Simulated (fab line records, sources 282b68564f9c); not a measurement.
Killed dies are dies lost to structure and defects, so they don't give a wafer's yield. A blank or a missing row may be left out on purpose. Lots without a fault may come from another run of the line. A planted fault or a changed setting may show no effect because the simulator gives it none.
Problem report in the 8D (eight disciplines) form, filled by code | flow rit_cmos | the parts of the form that need people (team, actions taken, sign-off) are left out

1. THE PROBLEM
cd_nm at RIT_M1_CD_MEAS_90 reads a mean of 2588.2 nm on 4 wafers of 2 lots; wafers without a fault read 2599.6 nm with a standard deviation of 2.2. That is -5.2 standard deviations from the usual mean.
The step: target cd 2600 nm.
First seen on wafer L322.1, day 5 11:42, on cd_sem-02. The record holds 42 wafers of 14 lots with a number at this step. Rule for "out", or "out of limits": more than 4 standard deviations from the usual mean. The other wafers with a number count as sound.

2. WHAT IT IS AND WHAT IT IS NOT
question                    | is                             | is not
which readings at this step | cd_nm                          | -
which lots                  | L322, L325                     | L313, L314, L316, L317, L318, L321, L326, L327, L329, L331, L333, L334
which wafers of those lots  | L322.1, L322.5, L325.2, L325.6 | L322.4, L325.4
read on which gauges        | cd_sem-01, cd_sem-02           | -
when                        | from day 5 11:42               | up to then (19 sound wafers); but 19 sound wafers of L325, L326, L327, L329, L331, L333, L334 came after

3. SUSPECTS, AND WHAT RULES EACH OUT
Counting: a tool at a process step up to the reading stays a suspect if it ran every lot that is out. Sound lots after the first of them don't rule it out here, since some wafers of a struck lot are sound.
- the gauge at RIT_M1_CD_MEAS_90: ruled out. The wafers that are out were read on 2 gauges (cd_sem-01, cd_sem-02).
- rie_metal-04 at RIT_M1_METAL_ETCH_12 (etches Al in Cl2/BCl3, stops on SiO2, time 165 s, target depth 600 nm): kept. It ran every lot that is out, first L322 (day 5 11:11); its last sound lot up to then is L316 (day 4 12:19). Its own readings are out on those wafers: oes_product_au.
- Within rie_metal-04 at RIT_M1_METAL_ETCH_12: the wafers that are out ran in chamber 0; their sound lot-mates ran in chamber 1.
Left after counting: rie_metal-04 at RIT_M1_METAL_ETCH_12.

4. THE CAUSE (what the simulator had put in)
Process parameter drift: rie_metal-04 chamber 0, from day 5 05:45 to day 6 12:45, at RIT_M1_METAL_ETCH_12. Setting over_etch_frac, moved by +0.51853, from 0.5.
Counting left only this tool.

5. THE CHAIN OF EFFECTS, in route order
Each row: a reading whose mean over the struck wafers that have a number lies more than 3 standard deviations from the usual. Only readings for which the record gives a usual standard deviation are gone through. hours: the time from each lot's start at the first step in this table that gives one to its start at this step, as a median over the lots. sigmas: the change in usual standard deviations.
hours | step                 | reading        | usual      | on struck wafers | change | sigmas
0     | RIT_M1_METAL_ETCH_12 | oes_product_au | 0.768 a.u. | 0.651            | -0.117 | -9.7
1     | RIT_M1_CD_MEAS_90    | cd_nm          | 2599.6 nm  | 2588.2           | -11.3  | -5.2
The process steps in it:
- RIT_M1_METAL_ETCH_12: etches Al in Cl2/BCl3, stops on SiO2, time 165 s, target depth 600 nm.

6. WHAT WOULD HAVE CAUGHT IT SOONER
In this record the first reading out of limits at a measuring or inspecting step was taken at day 5 11:42, 6 hours after the fault began at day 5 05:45.
The tool's own readings at RIT_M1_METAL_ETCH_12 were out on every struck wafer that the step has a row for (oes_product_au): an alarm limit on them would have fired on the first of those.
Of the lots that are out (2), L325 began RIT_M1_METAL_ETCH_12 on rie_metal-04 after day 5 11:42. A hold on the tool at that time would have spared it.
